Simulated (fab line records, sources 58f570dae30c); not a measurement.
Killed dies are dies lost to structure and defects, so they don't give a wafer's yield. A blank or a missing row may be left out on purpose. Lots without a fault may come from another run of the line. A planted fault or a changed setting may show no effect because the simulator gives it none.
Which tool did it? | flow berkeley_cmos170 | 14 lots, 42 wafers sampled, at 6 steps of a route of 331

WHAT THE GAUGES READ, wafer by wafer
UCB170_M1_CD_MEAS_90: target cd 700 nm.
lot  | measured     | on        | cd_nm (nm)
L243 | day 6 21:48  | cd_sem-01 | 697.7 697.6 699.4
L247 | day 8 07:10  | cd_sem-02 | 701.5 698.5 699.7
L249 | day 8 07:26  | cd_sem-02 | - - -
L248 | day 8 06:55  | cd_sem-02 | 702.5 701.2 698.9
L251 | day 8 14:28  | cd_sem-02 | - - -
L255 | day 8 16:12  | cd_sem-02 | 702.5 701.7 700.6
L253 | day 8 16:44  | cd_sem-01 | 702.1 698.5 700.1
L259 | day 10 08:39 | cd_sem-02 | 699.5 701.7 701.0
L261 | day 11 01:01 | cd_sem-01 | 696.8 697.5 701.6
L262 | day 11 01:38 | cd_sem-02 | 702.2 699.4 699.2
L263 | day 11 01:25 | cd_sem-01 | 701.4 703.2 700.9
L264 | day 11 11:01 | cd_sem-02 | 700.1 701.4 699.9
L265 | day 11 10:55 | cd_sem-01 | 700.4 699.4 702.6
L266 | day 11 13:16 | cd_sem-02 | 703.8 704.4 702.5

UCB170_M2_THK_MEAS_03: measures by xrf.
lot  | measured     | on            | M2_AL_THK (nm)
L243 | day 7 06:46  | film_metro-02 | 931 921 925
L247 | day 8 16:03  | film_metro-03 | 920 913 925
L248 | day 8 16:17  | film_metro-02 | 911 900 900
L255 | day 8 22:03  | film_metro-01 | 914 909 915
L253 | day 8 22:14  | film_metro-03 | 920 921 925
L259 | day 10 14:29 | film_metro-03 | 900 909 906
L261 | day 11 09:38 | film_metro-01 | 916 903 915
L262 | day 11 10:05 | film_metro-02 | 905 900 896
L263 | day 11 10:22 | film_metro-01 | 903 914 909
L264 | day 11 18:09 | film_metro-02 | 917 909 917
L265 | day 11 17:58 | film_metro-01 | 917 909 909
L266 | day 11 18:26 | film_metro-01 | 891 893 895

WHICH TOOL RAN EACH LOT (tool, then ch and the chambers of the sampled wafers, then the start)
lot  | UCB170_SDANNEAL_RTA_01           | UCB170_CONTACT_STRIP_19              | UCB170_M1_ETCH_11                  | UCB170_M1_METAL_ETCH_12
L243 | rtp_anneal-01 ch 0, day 6 14:44  | plasma_asher-02 ch 0,1, day 6 19:52  | rie_diel-03 ch 0,2,3, day 6 21:31  | rie_metal-04 ch 0,1, day 6 21:34
L247 | rtp_anneal-02 ch 0, day 7 21:30  | plasma_asher-02 ch 0,1, day 8 04:53  | rie_diel-03 ch 1,3, day 8 06:53    | rie_metal-04 ch 0,1, day 8 06:56
L249 | rtp_anneal-01 ch 0, day 7 21:55  | plasma_asher-03 ch 0,1, day 8 04:58  | rie_diel-02 ch 1,2, day 8 07:10    | rie_metal-02 ch 0,1, day 8 07:12
L248 | rtp_anneal-01 ch 0, day 7 22:22  | plasma_asher-01 ch 0,1, day 8 04:37  | rie_diel-04 ch 0,1,2, day 8 06:38  | rie_metal-01 ch 0,1, day 8 06:41
L251 | rtp_anneal-01 ch 0, day 8 07:07  | plasma_asher-01 ch 0,1, day 8 12:00  | rie_diel-03 ch 1,2, day 8 14:10    | rie_metal-04 ch 0,1, day 8 14:13
L255 | rtp_anneal-02 ch 0, day 8 07:28  | plasma_asher-02 ch 0,1, day 8 14:07  | rie_diel-02 ch 0,2,3, day 8 15:54  | rie_metal-02 ch 0,1, day 8 15:57
L253 | rtp_anneal-01 ch 0, day 8 07:40  | plasma_asher-01 ch 0,1, day 8 14:33  | rie_diel-02 ch 0,1,3, day 8 16:28  | rie_metal-01 ch 0,1, day 8 16:30
L259 | rtp_anneal-02 ch 0, day 10 00:07 | plasma_asher-02 ch 0,1, day 10 05:11 | rie_diel-02 ch 1,2, day 10 08:20   | rie_metal-04 ch 0,1, day 10 08:26
L261 | rtp_anneal-02 ch 0, day 10 16:30 | plasma_asher-01 ch 0,1, day 10 22:54 | rie_diel-03 ch 0,3, day 11 00:44   | rie_metal-02 ch 0,1, day 11 00:47
L262 | rtp_anneal-01 ch 0, day 10 16:34 | plasma_asher-02 ch 0,1, day 10 23:12 | rie_diel-02 ch 0,1,2, day 11 01:13 | rie_metal-04 ch 1, day 11 01:16
L263 | rtp_anneal-02 ch 0, day 10 16:38 | plasma_asher-03 ch 0,1, day 10 22:56 | rie_diel-04 ch 1,2,3, day 11 00:59 | rie_metal-01 ch 0, day 11 01:04
L264 | rtp_anneal-02 ch 0, day 10 22:30 | plasma_asher-03 ch 0,1, day 11 05:07 | rie_diel-02 ch 1,3, day 11 10:31   | rie_metal-04 ch 1, day 11 10:36
L265 | rtp_anneal-01 ch 0, day 10 23:04 | plasma_asher-02 ch 0,1, day 11 05:23 | rie_diel-04 ch 0,1,2, day 11 10:38 | rie_metal-02 ch 0,1, day 11 10:41
L266 | rtp_anneal-02 ch 0, day 11 00:07 | plasma_asher-03 ch 0,1, day 11 10:21 | rie_diel-02 ch 0,1, day 11 12:49   | rie_metal-01 ch 0, day 11 12:56
- UCB170_SDANNEAL_RTA_01: time 5 s.
- UCB170_CONTACT_STRIP_19: strips in O2.
- UCB170_M1_ETCH_11: etches BARC in N2/H2.
- UCB170_M1_METAL_ETCH_12: etches Al in Cl2/BCl3, stops on PSG, target depth 780 nm, time 130 s.

WHAT THE TOOLS THEMSELVES READ (means of the sampled wafers that have a number; where no wafer has one, the mark that the record gives instead)
UCB170_SDANNEAL_RTA_01.
lot  | tool          | lamp_power_pct (%) | wafer_temp_C_max
L243 | rtp_anneal-01 | 35.1               | 1053.3
L247 | rtp_anneal-02 | 38.7               | 1056.4
L249 | rtp_anneal-01 | 35.1               | 1053.3
L248 | rtp_anneal-01 | 35.1               | 1053.5
L251 | rtp_anneal-01 | 35.1               | 1053.2
L255 | rtp_anneal-02 | 38.7               | 1054.8
L253 | rtp_anneal-01 | 35.2               | 1053.7
L259 | rtp_anneal-02 | 38.7               | 1055.5
L261 | rtp_anneal-02 | 38.7               | 1054.7
L262 | rtp_anneal-01 | 35.1               | 1053.2
L263 | rtp_anneal-02 | 38.7               | 1053.7
L264 | rtp_anneal-02 | 38.7               | 1055.2
L265 | rtp_anneal-01 | 35.1               | 1053.9
L266 | rtp_anneal-02 | 38.6               | 1054.5

UCB170_CONTACT_STRIP_19.
lot  | tool            | drypump_motor_current_A (A) | oes_product_au (a.u.)
L243 | plasma_asher-02 | 5.3                         | 0.727
L247 | plasma_asher-02 | 5.3                         | 0.728
L249 | plasma_asher-03 | 5.8                         | 0.725
L248 | plasma_asher-01 | 5.8                         | 0.724
L251 | plasma_asher-01 | 5.7                         | 0.730
L255 | plasma_asher-02 | 5.3                         | 0.723
L253 | plasma_asher-01 | 5.8                         | 0.726
L259 | plasma_asher-02 | 5.3                         | 0.722
L261 | plasma_asher-01 | 5.8                         | 0.725
L262 | plasma_asher-02 | 5.3                         | 0.723
L263 | plasma_asher-03 | 5.8                         | 0.724
L264 | plasma_asher-03 | 6.0                         | 0.722
L265 | plasma_asher-02 | 5.3                         | 0.721
L266 | plasma_asher-03 | 6.0                         | 0.725

UCB170_M1_ETCH_11.
lot  | tool        | bias_w (W) | chamber_pressure_mTorr (mTorr) | drypump_motor_current_A (A) | oes_product_au (a.u.) | throttle_valve_pct (%)
L243 | rie_diel-03 | 100.12     | 29.959                         | 6.2                         | 0.990                 | 13.33
L247 | rie_diel-03 | 99.68      | 30.003                         | 6.0                         | 0.999                 | 13.31
L249 | rie_diel-02 | -          | -                              | -                           | -                     | -
L248 | rie_diel-04 | 99.95      | 30.024                         | 5.6                         | 1.012                 | 13.23
L251 | rie_diel-03 | -          | -                              | -                           | -                     | -
L255 | rie_diel-02 | 100.11     | 30.019                         | 5.8                         | 0.990                 | 13.34
L253 | rie_diel-02 | 99.94      | 29.981                         | 5.3                         | 1.008                 | 13.24
L259 | rie_diel-02 | 100.02     | 30.009                         | 5.8                         | 0.997                 | 13.07
L261 | rie_diel-03 | 100.24     | 29.977                         | 6.2                         | 0.987                 | 13.25
L262 | rie_diel-02 | 99.96      | 30.008                         | 5.9                         | 1.004                 | 13.25
L263 | rie_diel-04 | 99.74      | 30.014                         | 5.6                         | 1.008                 | 13.13
L264 | rie_diel-02 | 99.80      | 30.006                         | 5.0                         | 0.999                 | 13.16
L265 | rie_diel-04 | 100.02     | 30.021                         | 5.7                         | 1.014                 | 13.24
L266 | rie_diel-02 | 100.40     | 29.992                         | 5.7                         | 1.007                 | 13.31

UCB170_M1_METAL_ETCH_12.
lot  | tool         | bcl3_flow_sccm (sccm) | bias_w (W) | drypump_motor_current_A (A) | oes_product_au (a.u.) | throttle_valve_pct (%)
L243 | rie_metal-04 | 45.10                 | 120.2      | 6.2                         | 0.839                 | 24.35
L247 | rie_metal-04 | 44.92                 | 120.1      | 6.1                         | 0.843                 | 24.51
L249 | rie_metal-02 | 45.18                 | 120.4      | 5.7                         | 0.368                 | 24.61
L248 | rie_metal-01 | 44.92                 | 119.9      | 5.9                         | 0.860                 | 24.14
L251 | rie_metal-04 | 45.02                 | 120.0      | 6.2                         | 0.368                 | 24.58
L255 | rie_metal-02 | 44.87                 | 119.6      | 5.4                         | 0.859                 | 24.21
L253 | rie_metal-01 | 44.92                 | 119.9      | 5.5                         | 0.854                 | 24.27
L259 | rie_metal-04 | 45.06                 | 119.9      | 6.1                         | 0.840                 | 24.51
L261 | rie_metal-02 | 45.12                 | 120.1      | 5.7                         | 0.844                 | 24.38
L262 | rie_metal-04 | 44.97                 | 120.0      | 6.0                         | 0.842                 | 24.67
L263 | rie_metal-01 | 44.94                 | 120.2      | 5.1                         | 0.848                 | 24.40
L264 | rie_metal-04 | 45.02                 | 120.3      | 6.1                         | 0.841                 | 24.66
L265 | rie_metal-02 | 44.99                 | 119.8      | 5.4                         | 0.862                 | 24.21
L266 | rie_metal-01 | 45.10                 | 120.0      | 5.2                         | 0.850                 | 24.40

THE ANSWER, worked out from the rows above alone
Rule: what is usual is taken from the lots themselves. Put in order of their means at a reading, lots are off if they are a third of the lots or fewer, leave a main group of 4 or more, and stand apart from it by a gap of 3 or more times the standard deviation of the main group's means; of several such gaps the widest counts. A main group whose means are all the same, to the digits that the tables above print for the reading, isn't used. A lot without any number at a reading at which 4 lots or more have one is off too. The other lots that the step has rows for count as sound. The gauges are gone through in route order, then the tools' own readings, and for those a lot's mean is taken as printed above. The first step at which some lot is off is used, and at that step the reading that is off furthest; a lot without a number counts as furthest.
Off: L249, L251, at UCB170_M1_CD_MEAS_90 (cd_nm). Without a number there: L249, L251. The main group: mean 700.6 nm, standard deviation 1.3.
A tool fits if, at a process step before that reading, it ran every lot that is off, and no sound lot after the first of them. The gauges at UCB170_M1_CD_MEAS_90 aren't tried: what is off there is off at UCB170_M1_ETCH_11 too, on other tools, and a gauge's error can't cause that. None of those tried fits.

WHAT THE SIMULATOR HAD PUT IN
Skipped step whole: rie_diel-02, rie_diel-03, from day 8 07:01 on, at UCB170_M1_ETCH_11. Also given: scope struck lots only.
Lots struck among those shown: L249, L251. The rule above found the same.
